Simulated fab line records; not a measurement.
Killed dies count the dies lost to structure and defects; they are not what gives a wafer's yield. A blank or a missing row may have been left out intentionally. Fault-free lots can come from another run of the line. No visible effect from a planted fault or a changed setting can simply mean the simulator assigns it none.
fab line records || flow rit-cmos
[record] {"lots": 13, "wafers": 39, "last-day": 6}
route steps=202 shown NWELL@36 M1@202
lots with no fault: from the same line, run without faults
start-h: hours from the record's opening day to when the first of the lot's shown wafers began || wait-h: how many hours have passed since the lot's step before this one || " identical to the entry in the row above || L1.1+2: one row covering several wafers at once || - no value, or no start given || * or withheld: withheld || < > ~ a bound
route shown NAME@n: a module of which the file shows steps, and the number in the route of the first || usual: the fault-free wafers' mean and standard deviation || same: alike in all rows || chamber/n: place in a boat || sites: the reading at each site || _std_site: standard deviation of those values || _edge_site: the outer-site mean with the inner-site mean subtracted || radius-mm: how far each site lies from the wafer's centre || mask NAME#n: copy n || behind: the tool/chamber that last shaped the wafer || hold: what put the lot on hold/how long, in hours/how the hold closed || device: the transistor (n, p or np) that didn't switch || end of line: tests run on the same wafers once the route is complete || a step given without rows: its recipe and nothing more || killed: count of dies lost to structure and defects at first sort (not the wafer's yield) || map: a wafer's dies, x killed, . not, _ none there
set.NAME: the setting as run; set.NAME@STEP: as run at that earlier step || model.NAME: the simulator's own value behind a step, which no gauge read
one table for each step of the route and one row for each wafer, over a sample of lots
services: from which hour (start-h, from the record's first day; less than 0 if before it) a tool's chamber was out of use, for how many hours, and why
[[steps]]
[step RIT_NWELL_IMPLANT_08]
[recipe] {"species": "P", "energy-kev": 170, "dose-cm2": 5e+13, "tilt-deg": 7}
[usual] {"beam-energy-keV": "170.00/0.058"}
{"lot.wafer": "L875.1", "tool": "implanter-01", "chamber": 0, "start-h": 27.40, "wait-h": 0.2, "beam-energy-keV": 170.00}
{"lot.wafer": "L875.3", "tool": "implanter-01", "chamber": 0, "start-h": 27.40, "wait-h": 0.2, "beam-energy-keV": 170.01}
{"lot.wafer": "L875.6", "tool": "implanter-01", "chamber": 0, "start-h": 27.40, "wait-h": 0.2, "beam-energy-keV": 169.92}
{"lot.wafer": "L876.1", "tool": "implanter-02", "chamber": 0, "start-h": 33.75, "wait-h": 0.2, "beam-energy-keV": 169.97}
{"lot.wafer": "L876.3", "tool": "implanter-02", "chamber": 0, "start-h": 33.75, "wait-h": 0.2, "beam-energy-keV": 170.05}
{"lot.wafer": "L876.6", "tool": "implanter-02", "chamber": 0, "start-h": 33.75, "wait-h": 0.2, "beam-energy-keV": 170.06}
{"lot.wafer": "L877.2", "tool": "implanter-01", "chamber": 0, "start-h": 34.01, "wait-h": 0.2, "beam-energy-keV": 170.09}
{"lot.wafer": "L877.5", "tool": "implanter-01", "chamber": 0, "start-h": 34.01, "wait-h": 0.2, "beam-energy-keV": 170.03}
{"lot.wafer": "L877.6", "tool": "implanter-01", "chamber": 0, "start-h": 34.01, "wait-h": 0.2, "beam-energy-keV": 170.04}
{"lot.wafer": "L878.4", "tool": "implanter-03", "chamber": 0, "start-h": 38.68, "wait-h": 0.2, "beam-energy-keV": 170.03}
{"lot.wafer": "L878.5", "tool": "implanter-03", "chamber": 0, "start-h": 38.68, "wait-h": 0.2, "beam-energy-keV": 170.01}
{"lot.wafer": "L878.6", "tool": "implanter-03", "chamber": 0, "start-h": 38.68, "wait-h": 0.2, "beam-energy-keV": 170.05}
{"lot.wafer": "L879.1", "tool": "implanter-02", "chamber": 0, "start-h": 42.22, "wait-h": 0.2, "beam-energy-keV": 169.96}
{"lot.wafer": "L879.5", "tool": "implanter-02", "chamber": 0, "start-h": 42.22, "wait-h": 0.2, "beam-energy-keV": 170.00}
{"lot.wafer": "L879.6", "tool": "implanter-02", "chamber": 0, "start-h": 42.22, "wait-h": 0.2, "beam-energy-keV": 170.09}
{"lot.wafer": "L880.1", "tool": "implanter-03", "chamber": 0, "start-h": 47.44, "wait-h": 0.2, "beam-energy-keV": 169.97}
{"lot.wafer": "L880.3", "tool": "implanter-03", "chamber": 0, "start-h": 47.44, "wait-h": 0.2, "beam-energy-keV": 169.99}
{"lot.wafer": "L880.6", "tool": "implanter-03", "chamber": 0, "start-h": 47.44, "wait-h": 0.2, "beam-energy-keV": 169.95}
{"lot.wafer": "L881.1", "tool": "implanter-02", "chamber": 0, "start-h": 52.20, "wait-h": 0.2, "beam-energy-keV": 170.01}
{"lot.wafer": "L881.3", "tool": "implanter-02", "chamber": 0, "start-h": 52.20, "wait-h": 0.2, "beam-energy-keV": 169.92}
{"lot.wafer": "L881.5", "tool": "implanter-02", "chamber": 0, "start-h": 52.20, "wait-h": 0.2, "beam-energy-keV": 169.95}
{"lot.wafer": "L882.4", "tool": "implanter-01", "chamber": 0, "start-h": 58.55, "wait-h": 0.2, "beam-energy-keV": 169.98}
{"lot.wafer": "L882.5", "tool": "implanter-01", "chamber": 0, "start-h": 58.55, "wait-h": 0.2, "beam-energy-keV": 169.97}
{"lot.wafer": "L882.6", "tool": "implanter-01", "chamber": 0, "start-h": 58.55, "wait-h": 0.2, "beam-energy-keV": 169.95}
{"lot.wafer": "L885.2", "tool": "implanter-02", "chamber": 0, "start-h": 73.28, "wait-h": 0.2, "beam-energy-keV": 170.03}
{"lot.wafer": "L885.4", "tool": "implanter-02", "chamber": 0, "start-h": 73.28, "wait-h": 0.2, "beam-energy-keV": 169.95}
{"lot.wafer": "L885.6", "tool": "implanter-02", "chamber": 0, "start-h": 73.28, "wait-h": 0.2, "beam-energy-keV": 170.02}
{"lot.wafer": "L889.1", "tool": "implanter-02", "chamber": 0, "start-h": 92.37, "wait-h": 0.2, "beam-energy-keV": 175.28}
{"lot.wafer": "L889.2", "tool": "implanter-02", "chamber": 0, "start-h": 92.37, "wait-h": 0.2, "beam-energy-keV": 175.34}
{"lot.wafer": "L889.3", "tool": "implanter-02", "chamber": 0, "start-h": 92.37, "wait-h": 0.2, "beam-energy-keV": 175.33}
{"lot.wafer": "L891.2", "tool": "implanter-02", "chamber": 0, "start-h": 104.56, "wait-h": 0.2, "beam-energy-keV": 175.27}
{"lot.wafer": "L891.5", "tool": "implanter-02", "chamber": 0, "start-h": 104.56, "wait-h": 0.2, "beam-energy-keV": 175.27}
{"lot.wafer": "L891.6", "tool": "implanter-02", "chamber": 0, "start-h": 104.56, "wait-h": 0.2, "beam-energy-keV": 175.33}
{"lot.wafer": "L892.2", "tool": "implanter-01", "chamber": 0, "start-h": 107.70, "wait-h": 0.2, "beam-energy-keV": 169.98}
{"lot.wafer": "L892.4", "tool": "implanter-01", "chamber": 0, "start-h": 107.70, "wait-h": 0.2, "beam-energy-keV": 169.97}
{"lot.wafer": "L892.6", "tool": "implanter-01", "chamber": 0, "start-h": 107.70, "wait-h": 0.2, "beam-energy-keV": 169.93}
{"lot.wafer": "L893.2", "tool": "implanter-01", "chamber": 0, "start-h": 112.27, "wait-h": 0.2, "beam-energy-keV": 169.95}
{"lot.wafer": "L893.5", "tool": "implanter-01", "chamber": 0, "start-h": 112.27, "wait-h": 0.2, "beam-energy-keV": 169.93}
{"lot.wafer": "L893.6", "tool": "implanter-01", "chamber": 0, "start-h": 112.27, "wait-h": 0.2, "beam-energy-keV": 169.94}
[step RIT_M1_PROBE_99]
[usual] {"killed_at_M0_to_M3": "0.0/0.083", "killed-at-contacts": "0.1/0.27", "killed-at-front-end": "7/3.3", "killed-dies": "7/3.3", "killed-open": "3.5/2", "killed-short": "3.8/2.2"}
[same] {"gross-dies": 264, "killed_at_M4_up": 0, "killed-at-back-side": 0, "killed-at-other": 0}
{"lot.wafer": "L875.1", "tool": "prober-01", "chamber": "-", "start-h": 67.89, "wait-h": 0.1, "killed_at_M0_to_M3": 0, "killed-at-contacts": 0, "killed-at-front-end": 1, "killed-dies": 1, "killed-open": 0, "killed-short": 1}
{"lot.wafer": "L875.3", "tool": "prober-01", "chamber": "-", "start-h": 67.99, "wait-h": 0.2, "killed_at_M0_to_M3": 0, "killed-at-contacts": 0, "killed-at-front-end": 3, "killed-dies": 3, "killed-open": 1, "killed-short": 2}
{"lot.wafer": "L875.6", "tool": "prober-01", "chamber": "-", "start-h": 68.14, "wait-h": 0.2, "killed_at_M0_to_M3": 0, "killed-at-contacts": 0, "killed-at-front-end": 6, "killed-dies": 6, "killed-open": 3, "killed-short": 3}
{"lot.wafer": "L876.1", "tool": "prober-01", "chamber": "-", "start-h": 74.04, "wait-h": 0.1, "killed_at_M0_to_M3": 0, "killed-at-contacts": 0, "killed-at-front-end": 9, "killed-dies": 9, "killed-open": 5, "killed-short": 4}
{"lot.wafer": "L876.3", "tool": "prober-01", "chamber": "-", "start-h": 74.14, "wait-h": 0.2, "killed_at_M0_to_M3": 0, "killed-at-contacts": 0, "killed-at-front-end": 9, "killed-dies": 9, "killed-open": 2, "killed-short": 6}
{"lot.wafer": "L876.6", "tool": "prober-01", "chamber": "-", "start-h": 74.29, "wait-h": 0.2, "killed_at_M0_to_M3": 0, "killed-at-contacts": 0, "killed-at-front-end": 5, "killed-dies": 5, "killed-open": 3, "killed-short": 2}
{"lot.wafer": "L877.2", "tool": "prober-02", "chamber": "-", "start-h": 75.59, "wait-h": 0.1, "killed_at_M0_to_M3": 0, "killed-at-contacts": 0, "killed-at-front-end": 7, "killed-dies": 7, "killed-open": 2, "killed-short": 5}
{"lot.wafer": "L877.5", "tool": "prober-02", "chamber": "-", "start-h": 75.74, "wait-h": 0.2, "killed_at_M0_to_M3": 0, "killed-at-contacts": 0, "killed-at-front-end": 6, "killed-dies": 6, "killed-open": 3, "killed-short": 3}
{"lot.wafer": "L877.6", "tool": "prober-02", "chamber": "-", "start-h": 75.79, "wait-h": 0.2, "killed_at_M0_to_M3": 0, "killed-at-contacts": 0, "killed-at-front-end": 7, "killed-dies": 7, "killed-open": 3, "killed-short": 4}
{"lot.wafer": "L878.4", "tool": "prober-01", "chamber": "-", "start-h": 79.60, "wait-h": 0.2, "killed_at_M0_to_M3": 0, "killed-at-contacts": 1, "killed-at-front-end": 5, "killed-dies": 6, "killed-open": 3, "killed-short": 3}
{"lot.wafer": "L878.5", "tool": "prober-01", "chamber": "-", "start-h": 79.65, "wait-h": 0.2, "killed_at_M0_to_M3": 0, "killed-at-contacts": 0, "killed-at-front-end": 4, "killed-dies": 4, "killed-open": 2, "killed-short": 2}
{"lot.wafer": "L878.6", "tool": "prober-01", "chamber": "-", "start-h": 79.70, "wait-h": 0.2, "killed_at_M0_to_M3": 0, "killed-at-contacts": 0, "killed-at-front-end": 11, "killed-dies": 11, "killed-open": 5, "killed-short": 6}
{"lot.wafer": "L879.1", "tool": "prober-02", "chamber": "-", "start-h": 81.27, "wait-h": 0.1, "killed_at_M0_to_M3": 0, "killed-at-contacts": 0, "killed-at-front-end": 8, "killed-dies": 8, "killed-open": 4, "killed-short": 4}
{"lot.wafer": "L879.5", "tool": "prober-02", "chamber": "-", "start-h": 81.47, "wait-h": 0.2, "killed_at_M0_to_M3": 0, "killed-at-contacts": 0, "killed-at-front-end": 6, "killed-dies": 6, "killed-open": 4, "killed-short": 2}
{"lot.wafer": "L879.6", "tool": "prober-02", "chamber": "-", "start-h": 81.52, "wait-h": 0.2, "killed_at_M0_to_M3": 0, "killed-at-contacts": 0, "killed-at-front-end": 8, "killed-dies": 8, "killed-open": 6, "killed-short": 1}
{"lot.wafer": "L880.1", "tool": "prober-01", "chamber": "-", "start-h": 83.51, "wait-h": 0.1, "killed_at_M0_to_M3": 0, "killed-at-contacts": 0, "killed-at-front-end": 6, "killed-dies": 6, "killed-open": 3, "killed-short": 3}
{"lot.wafer": "L880.3", "tool": "prober-01", "chamber": "-", "start-h": 83.61, "wait-h": 0.2, "killed_at_M0_to_M3": 0, "killed-at-contacts": 0, "killed-at-front-end": 4, "killed-dies": 4, "killed-open": 2, "killed-short": 2}
{"lot.wafer": "L880.6", "tool": "prober-01", "chamber": "-", "start-h": 83.76, "wait-h": 0.2, "killed_at_M0_to_M3": 0, "killed-at-contacts": 0, "killed-at-front-end": 6, "killed-dies": 6, "killed-open": 2, "killed-short": 4}
{"lot.wafer": "L881.1", "tool": "prober-02", "chamber": "-", "start-h": 91.67, "wait-h": 0.1, "killed_at_M0_to_M3": 0, "killed-at-contacts": 0, "killed-at-front-end": 6, "killed-dies": 6, "killed-open": 3, "killed-short": 3}
{"lot.wafer": "L881.3", "tool": "prober-02", "chamber": "-", "start-h": 91.77, "wait-h": 0.2, "killed_at_M0_to_M3": 0, "killed-at-contacts": 0, "killed-at-front-end": 9, "killed-dies": 9, "killed-open": 4, "killed-short": 5}
{"lot.wafer": "L881.5", "tool": "prober-02", "chamber": "-", "start-h": 91.87, "wait-h": 0.2, "killed_at_M0_to_M3": 0, "killed-at-contacts": 0, "killed-at-front-end": 7, "killed-dies": 7, "killed-open": 2, "killed-short": 5}
{"lot.wafer": "L882.4", "tool": "prober-01", "chamber": "-", "start-h": 98.03, "wait-h": 0.2, "killed_at_M0_to_M3": 0, "killed-at-contacts": 0, "killed-at-front-end": 5, "killed-dies": 5, "killed-open": 3, "killed-short": 2}
{"lot.wafer": "L882.5", "tool": "prober-01", "chamber": "-", "start-h": 98.08, "wait-h": 0.2, "killed_at_M0_to_M3": 0, "killed-at-contacts": 0, "killed-at-front-end": 6, "killed-dies": 6, "killed-open": 4, "killed-short": 2}
{"lot.wafer": "L882.6", "tool": "prober-01", "chamber": "-", "start-h": 98.13, "wait-h": 0.2, "killed_at_M0_to_M3": 0, "killed-at-contacts": 0, "killed-at-front-end": 5, "killed-dies": 5, "killed-open": 2, "killed-short": 3}
{"lot.wafer": "L885.2", "tool": "prober-02", "chamber": "-", "start-h": 112.31, "wait-h": 0.1, "killed_at_M0_to_M3": 0, "killed-at-contacts": 0, "killed-at-front-end": 13, "killed-dies": 13, "killed-open": 7, "killed-short": 6}
{"lot.wafer": "L885.4", "tool": "prober-02", "chamber": "-", "start-h": 112.41, "wait-h": 0.2, "killed_at_M0_to_M3": 1, "killed-at-contacts": 0, "killed-at-front-end": 6, "killed-dies": 7, "killed-open": 3, "killed-short": 4}
{"lot.wafer": "L885.6", "tool": "prober-02", "chamber": "-", "start-h": 112.51, "wait-h": 0.2, "killed_at_M0_to_M3": 0, "killed-at-contacts": 0, "killed-at-front-end": 8, "killed-dies": 8, "killed-open": 4, "killed-short": 4}
{"lot.wafer": "L889.1", "tool": "prober-02", "chamber": "-", "start-h": 132.29, "wait-h": 0.1, "killed_at_M0_to_M3": 0, "killed-at-contacts": 0, "killed-at-front-end": 8, "killed-dies": 8, "killed-open": 4, "killed-short": 4}
{"lot.wafer": "L889.2", "tool": "prober-02", "chamber": "-", "start-h": 132.34, "wait-h": 0.1, "killed_at_M0_to_M3": 0, "killed-at-contacts": 0, "killed-at-front-end": 7, "killed-dies": 7, "killed-open": 6, "killed-short": 1}
{"lot.wafer": "L889.3", "tool": "prober-02", "chamber": "-", "start-h": 132.39, "wait-h": 0.2, "killed_at_M0_to_M3": 0, "killed-at-contacts": 0, "killed-at-front-end": 5, "killed-dies": 5, "killed-open": 3, "killed-short": 2}
{"lot.wafer": "L891.2", "tool": "prober-02", "chamber": "-", "start-h": 143.59, "wait-h": 0.1, "killed_at_M0_to_M3": 0, "killed-at-contacts": 0, "killed-at-front-end": 7, "killed-dies": 7, "killed-open": 4, "killed-short": 3}
{"lot.wafer": "L891.5", "tool": "prober-02", "chamber": "-", "start-h": 143.74, "wait-h": 0.2, "killed_at_M0_to_M3": 0, "killed-at-contacts": 1, "killed-at-front-end": 9, "killed-dies": 10, "killed-open": 4, "killed-short": 6}
{"lot.wafer": "L891.6", "tool": "prober-02", "chamber": "-", "start-h": 143.79, "wait-h": 0.2, "killed_at_M0_to_M3": 0, "killed-at-contacts": 0, "killed-at-front-end": 5, "killed-dies": 5, "killed-open": 3, "killed-short": 2}
{"lot.wafer": "L892.2", "tool": "prober-01", "chamber": "-", "start-h": 145.09, "wait-h": 0.1, "killed_at_M0_to_M3": 0, "killed-at-contacts": 0, "killed-at-front-end": 8, "killed-dies": 8, "killed-open": 5, "killed-short": 3}
{"lot.wafer": "L892.4", "tool": "prober-01", "chamber": "-", "start-h": 145.19, "wait-h": 0.2, "killed_at_M0_to_M3": 0, "killed-at-contacts": 0, "killed-at-front-end": 4, "killed-dies": 4, "killed-open": 2, "killed-short": 2}
{"lot.wafer": "L892.6", "tool": "prober-01", "chamber": "-", "start-h": 145.29, "wait-h": 0.2, "killed_at_M0_to_M3": 0, "killed-at-contacts": 0, "killed-at-front-end": 9, "killed-dies": 9, "killed-open": 6, "killed-short": 3}
{"lot.wafer": "L893.2", "tool": "prober-02", "chamber": "-", "start-h": 152.01, "wait-h": 0.1, "killed_at_M0_to_M3": 0, "killed-at-contacts": 0, "killed-at-front-end": 9, "killed-dies": 9, "killed-open": 6, "killed-short": 3}
{"lot.wafer": "L893.5", "tool": "prober-02", "chamber": "-", "start-h": 152.16, "wait-h": 0.2, "killed_at_M0_to_M3": 0, "killed-at-contacts": 0, "killed-at-front-end": 12, "killed-dies": 12, "killed-open": 2, "killed-short": 10}
{"lot.wafer": "L893.6", "tool": "prober-02", "chamber": "-", "start-h": 152.21, "wait-h": 0.2, "killed_at_M0_to_M3": 0, "killed-at-contacts": 0, "killed-at-front-end": 14, "killed-dies": 14, "killed-open": 5, "killed-short": 9}
// killed by level:class
L875.1 SPACER:geometric-particle:short=1
L875.3 FOX2:geometric-particle:short=1 SPACER:geometric-particle:short=1 SILICIDE:geometric-particle:open=1
L875.6 FOX1:geometric-particle:open=2 FOX2:geometric-particle:short=2 FOX2:geometric-particle:open=1 SILICIDE:geometric-particle:short=1
L876.1 GATE:geometric-particle:short=2 REOX:geometric-particle:short=2 REOX:geometric-particle:open=2 SILICIDE:geometric-particle:open=2 GATE:geometric-particle:open=1
L876.3 SPACER:geometric-particle:short=3 GATE:geometric-particle:short=2 FOX2:geometric-particle:short=1 GATE:geometric-particle:open=1 REOX:geometric-particle:open=1 GATE:coat-microbubble-printed=1
L876.6 GATE:geometric-particle:open=2 GATE:geometric-particle:short=2 FOX2:geometric-particle:open=1
L877.2 GATE:geometric-particle:short=2 SPACER:geometric-particle:open=2 SPACER:geometric-particle:short=2 SILICIDE:geometric-particle:short=1
L877.5 GATE:geometric-particle:short=2 SPACER:geometric-particle:open=2 FOX1:geometric-particle:short=1 GATE:geometric-particle:open=1
L877.6 GATE:geometric-particle:open=2 GATE:geometric-particle:short=2 SILICIDE:geometric-particle:short=2 SILICIDE:geometric-particle:open=1
L878.4 FOX2:geometric-particle:short=1 GATE:geometric-particle:open=1 REOX:geometric-particle:open=1 SPACER:geometric-particle:short=1 SILICIDE:geometric-particle:open=1 CONTACT:geometric-particle:short=1
L878.5 FOX2:geometric-particle:short=1 FOX2:geometric-particle:open=1 GATE:geometric-particle:open=1 REOX:geometric-particle:short=1
L878.6 FOX2:geometric-particle:short=3 GATE:geometric-particle:open=2 REOX:geometric-particle:short=2 SILICIDE:geometric-particle:open=2 FOX2:geometric-particle:open=1 SILICIDE:geometric-particle:short=1
L879.1 SPACER:geometric-particle:open=2 SILICIDE:geometric-particle:short=2 FOX1:geometric-particle:open=1 GATE:geometric-particle:short=1 SPACER:geometric-particle:short=1 SILICIDE:geometric-particle:open=1
L879.5 REOX:geometric-particle:open=3 FOX1:geometric-particle:open=1 GATE:geometric-particle:short=1 REOX:geometric-particle:short=1
L879.6 REOX:geometric-particle:open=4 FOX1:geometric-particle:open=2 GATE:geometric-particle:short=1 NRETRO:coat-microbubble-printed=1
L880.1 GATE:geometric-particle:open=2 SPACER:geometric-particle:short=2 REOX:geometric-particle:open=1 SILICIDE:geometric-particle:short=1
L880.3 GATE:geometric-particle:short=1 GATE:geometric-particle:open=1 REOX:geometric-particle:open=1 SILICIDE:geometric-particle:short=1
L880.6 GATE:geometric-particle:short=2 FOX2:geometric-particle:short=1 GATE:geometric-particle:open=1 SILICIDE:geometric-particle:open=1 SILICIDE:geometric-particle:short=1
L881.1 GATE:geometric-particle:open=2 GATE:geometric-particle:short=2 FOX2:geometric-particle:short=1 SILICIDE:geometric-particle:open=1
L881.3 GATE:geometric-particle:open=3 REOX:geometric-particle:short=2 GATE:geometric-particle:short=1 SPACER:geometric-particle:short=1 SILICIDE:geometric-particle:short=1 SILICIDE:geometric-particle:open=1
L881.5 GATE:geometric-particle:short=5 GATE:geometric-particle:open=2
L882.4 GATE:geometric-particle:open=3 GATE:geometric-particle:short=1 SPACER:geometric-particle:short=1
L882.5 SILICIDE:geometric-particle:open=2 FOX1:geometric-particle:open=1 FOX2:geometric-particle:open=1 GATE:geometric-particle:short=1 REOX:geometric-particle:short=1
L882.6 GATE:geometric-particle:open=2 SILICIDE:geometric-particle:short=2 SPACER:geometric-particle:short=1
L885.2 FOX1:geometric-particle:open=5 REOX:geometric-particle:short=3 FOX1:geometric-particle:short=1 GATE:geometric-particle:short=1 GATE:geometric-particle:open=1 SPACER:geometric-particle:short=1 SILICIDE:geometric-particle:open=1
L885.4 GATE:geometric-particle:open=2 FOX1:geometric-particle:short=1 GATE:geometric-particle:short=1 REOX:geometric-particle:short=1 REOX:geometric-particle:open=1 M1:geometric-particle:short=1
L885.6 FOX2:geometric-particle:open=2 GATE:geometric-particle:short=2 SILICIDE:geometric-particle:short=2 GATE:geometric-particle:open=1 SPACER:geometric-particle:open=1
L889.1 FOX1:geometric-particle:short=2 FOX1:geometric-particle:open=2 FOX2:geometric-particle:open=1 GATE:geometric-particle:short=1 REOX:geometric-particle:open=1 SILICIDE:geometric-particle:short=1
L889.2 FOX1:geometric-particle:open=2 REOX:geometric-particle:open=2 FOX2:geometric-particle:open=1 GATE:geometric-particle:short=1 GATE:geometric-particle:open=1
L889.3 FOX2:geometric-particle:open=1 GATE:geometric-particle:short=1 SPACER:geometric-particle:open=1 SPACER:geometric-particle:short=1 SILICIDE:geometric-particle:open=1
L891.2 GATE:geometric-particle:open=2 GATE:geometric-particle:short=1 SPACER:geometric-particle:open=1 SPACER:geometric-particle:short=1 SILICIDE:geometric-particle:short=1 SILICIDE:geometric-particle:open=1
L891.5 GATE:geometric-particle:short=3 GATE:geometric-particle:open=2 FOX1:geometric-particle:short=1 FOX2:geometric-particle:open=1 FOX2:geometric-particle:short=1 SPACER:geometric-particle:short=1 CONTACT:geometric-particle:open=1
L891.6 GATE:geometric-particle:open=2 GATE:geometric-particle:short=1 SILICIDE:geometric-particle:open=1 SILICIDE:geometric-particle:short=1
L892.2 FOX1:geometric-particle:open=2 GATE:geometric-particle:open=2 GATE:geometric-particle:short=1 REOX:geometric-particle:open=1 SPACER:geometric-particle:short=1 SILICIDE:geometric-particle:short=1
L892.4 GATE:geometric-particle:open=2 GATE:geometric-particle:short=1 SILICIDE:geometric-particle:short=1
L892.6 FOX1:geometric-particle:open=5 FOX1:geometric-particle:short=2 FOX2:geometric-particle:open=1 REOX:geometric-particle:short=1
L893.2 GATE:geometric-particle:short=3 FOX1:geometric-particle:open=2 GATE:geometric-particle:open=2 REOX:geometric-particle:open=1 SPACER:geometric-particle:open=1
L893.5 GATE:geometric-particle:short=4 FOX1:geometric-particle:short=3 FOX2:geometric-particle:short=2 FOX2:geometric-particle:open=1 SPACER:geometric-particle:open=1 SILICIDE:geometric-particle:short=1
L893.6 FOX1:geometric-particle:short=3 FOX2:geometric-particle:open=2 GATE:geometric-particle:short=2 GATE:geometric-particle:open=2 FOX2:geometric-particle:short=1 REOX:geometric-particle:short=1 SPACER:geometric-particle:short=1 SPACER:geometric-particle:open=1
[[services]]
{"tool": "implanter-01", "chamber": "-", "start-h": 4.27, "hours": 2.6, "kind": "pm"}
{"tool": "implanter-02", "chamber": "-", "start-h": 28.50, "hours": 4.6, "kind": "pm"}
{"tool": "implanter-02", "chamber": "-", "start-h": 55.32, "hours": 15.0, "kind": "repair"}
{"tool": "implanter-02", "chamber": "-", "start-h": 61.41, "hours": 2.1, "kind": "repair"}
{"tool": "implanter-01", "chamber": "-", "start-h": 86.10, "hours": 4.9, "kind": "pm"}
[[key]]
[first-sign] {"step": "RIT_NWELL_IMPLANT_08", "reading": "beam-energy-keV", "direction": "up", "sigmas": 91, "usual": 170.00, "struck": 175.30}
effect none on later readings
met-at RIT_NWELL_IMPLANT_08
struck-lots L889,L891
tester-left-out L889,L891
onset-between 73.28 92.37
[fault] {"kind": "process-parameter-drift", "tool": "implanter-02", "chamber": "-", "onset-h": 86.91, "steps": "RIT_NWELL_IMPLANT_08", "channel": "energy-kev", "offset": 5.3281, "shape": "step", "end-h": 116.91, "acts-in": "these-recipes-only", "stated": 170}
// tester-left-out: of these lots the tester's yield and bins aren't shown, on N5 and GAA mostly nor the transistor test; their killed dies are dies lost to structure and defects alone, not to doping, threshold or leakage, so they don't give the yield
